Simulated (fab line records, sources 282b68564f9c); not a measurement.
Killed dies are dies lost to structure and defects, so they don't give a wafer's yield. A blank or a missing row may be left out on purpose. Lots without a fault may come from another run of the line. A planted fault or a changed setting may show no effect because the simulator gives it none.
fab line records | flow rit_cmos
record lots=14 wafers=42 last_day=8
route steps=202 shown ACTIVE@2
lots that met no fault: from a run of the same line without faults
start_h: hours from the record's first day to the start of the lot's first wafer shown | wait_h: hours since the lot's step before | " the same as in the row above | L1.1+2: a row that stands for several wafers | - no value, or no start given | * or withheld: withheld | < > ~ a bound
route shown NAME@n: a module of which the file shows steps, and the number in the route of the first | usual: mean/standard deviation of fault-free wafers | same: alike in all rows | chamber/n: place in a boat | sites: the reading at each site | _std_site: their standard deviation | _edge_site: outer sites' mean less inner sites' | radius_mm: how far each site lies from the wafer's centre | mask NAME#n: copy n | behind: the tool/chamber that last shaped the wafer | hold: why the lot was held/for how many hours/how that ended | device: the transistor (n, p or np) that didn't switch | end of line: the same wafers' tests at the end of the route | a step without rows: its recipe alone | killed: dies lost to structure and defects at the first sort, not the wafer's yield | map: a wafer's dies, x killed, . not, _ none there
set.NAME: the setting as run; set.NAME@STEP: as run at that earlier step | model.NAME: the simulator's own value behind a step, which no gauge read
steps of the route over a sample of lots; a table a step, a row a wafer
services: from which hour (start_h, from the record's first day; less than 0 if before it) a tool's chamber was out of use, for how many hours, and why
## steps
# step RIT_ACTIVE_OXIDATION_01
# recipe temp_c=1000 ambient=O2 target_thk_a=468 ox_time_s=3360
# usual ox_temp_c=1000.0/0.42 ox_temp_c_max=1006.1/2.4 zone_power_load_pct=35/5 zone_power_source_pct=35.8/2.7
# columns lot.wafer tool chamber start_h wait_h ox_temp_c ox_temp_c_max zone_power_load_pct zone_power_source_pct
L975.2 furnace-02 0 10.12 0.1 1000.5 1006.1 42 33.2
L975.3 " 0 " " 1000.3 1004.3 42 32.3
L975.5 " 0 " " 999.9 1004.3 41 32.6
L977.1 furnace-03 0 20.12 0.1 1000.9 1009.8 33 35.8
L977.2 " 0 " " 999.6 1007.9 34 36.9
L977.6 " 0 " " 1000.1 1007.6 34 35.8
L979.2 furnace-01 0 30.12 0.1 1000.5 1004.8 31 39.3
L979.3 " 0 " " 1000.8 1005.5 30 38.9
L979.5 " 0 " " 1000.2 1006.1 30 39.4
L981.1 furnace-01 0 40.12 0.1 1000.2 1004.4 30 38.6
L981.4 " 0 " " 1000.4 1005.9 30 38.4
L981.6 " 0 " " 1000.1 1004.4 31 38.6
L982.2 furnace-01 0 47.49 2.4 999.8 1004.1 29 38.4
L982.3 " 0 " " 999.8 1004.8 30 38.9
L982.4 " 0 " " 1000.6 1005.8 30 38.7
L983.1 furnace-03 0 50.12 0.1 999.4 1010.5 33 36.8
L983.2 " 0 " " 1000.5 1010.1 34 36.2
L983.5 " 0 " " 1000.7 1008.8 34 36.7
L984.2 furnace-03 0 55.12 0.1 999.8 1007.1 33 36.6
L984.4 " 0 " " 999.2 1007.2 34 36.1
L984.5 " 0 " " 1000.0 1012.2 34 36.2
L986.2 furnace-01 0 65.12 0.1 1000.0 1005.1 30 38.7
L986.4 " 0 " " 999.8 1005.4 30 39.4
L986.5 " 0 " " 999.4 1004.9 30 38.3
L992.1 furnace-02 - 95.12 0.1 - - - -
L992.3 " - " " - - - -
L992.5 " - " " - - - -
L993.1 furnace-01 - 100.56 0.5 - - - -
L993.3 " - " " - - - -
L993.4 " - " " - - - -
L995.1 furnace-03 0 111.83 1.8 1000.7 1010.0 33 36.0
L995.5 " 0 " " 999.5 1007.9 34 36.8
L995.6 " 0 " " 1000.4 1007.9 33 36.3
L996.3 furnace-03 0 116.26 1.2 1000.2 1010.3 33 36.0
L996.4 " 0 " " 1000.3 1009.8 34 36.3
L996.5 " 0 " " 1000.1 1008.4 34 36.6
L997.1 furnace-01 0 121.09 1.1 1000.4 1005.2 30 39.1
L997.3 " 0 " " 999.7 1004.4 30 38.8
L997.5 " 0 " " 1000.0 1005.2 30 39.0
L998.1 furnace-02 0 125.83 0.8 999.9 1004.3 42 32.1
L998.2 " 0 " " 999.7 1004.0 42 32.9
L998.3 " 0 " " 999.9 1005.0 42 32.8
## services
# columns tool chamber start_h hours kind
furnace-03 - 27.02 3.2 pm
furnace-01 - 36.75 3.3 pm
furnace-02 - 76.75 4.0 pm
## key
first_sign step=RIT_ACTIVE_OXIDATION_01 reading=tool_record direction=missing
effect none on later readings
met_at RIT_ACTIVE_OXIDATION_01
struck_lots L992,L993
later_rows_left_out L992.1,L992.3,L992.5,L993.1,L993.3,L993.4
sort_left_out L992.1,L992.3,L992.5,L993.1,L993.3,L993.4
tester_left_out L992,L993
onset_between 65.12 95.12
fault kind=skipped_step_whole tool=furnace-01,furnace-02 chamber=- onset_h=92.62 steps=RIT_ACTIVE_OXIDATION_01 scope=struck_lots_only
# tester_left_out: of these lots the tester's yield and bins aren't shown, on N5 and GAA mostly nor the transistor test; their killed dies are dies lost to structure and defects alone, not to doping, threshold or leakage, so they don't give the yield
# sort_left_out: the simulated sort isn't trusted on such a fault, so these wafers' sort isn't shown, and their yield isn't known
# later_rows_left_out: the simulator's readings of these wafers behind a module that went badly wrong aren't trusted and aren't shown, but for the sort
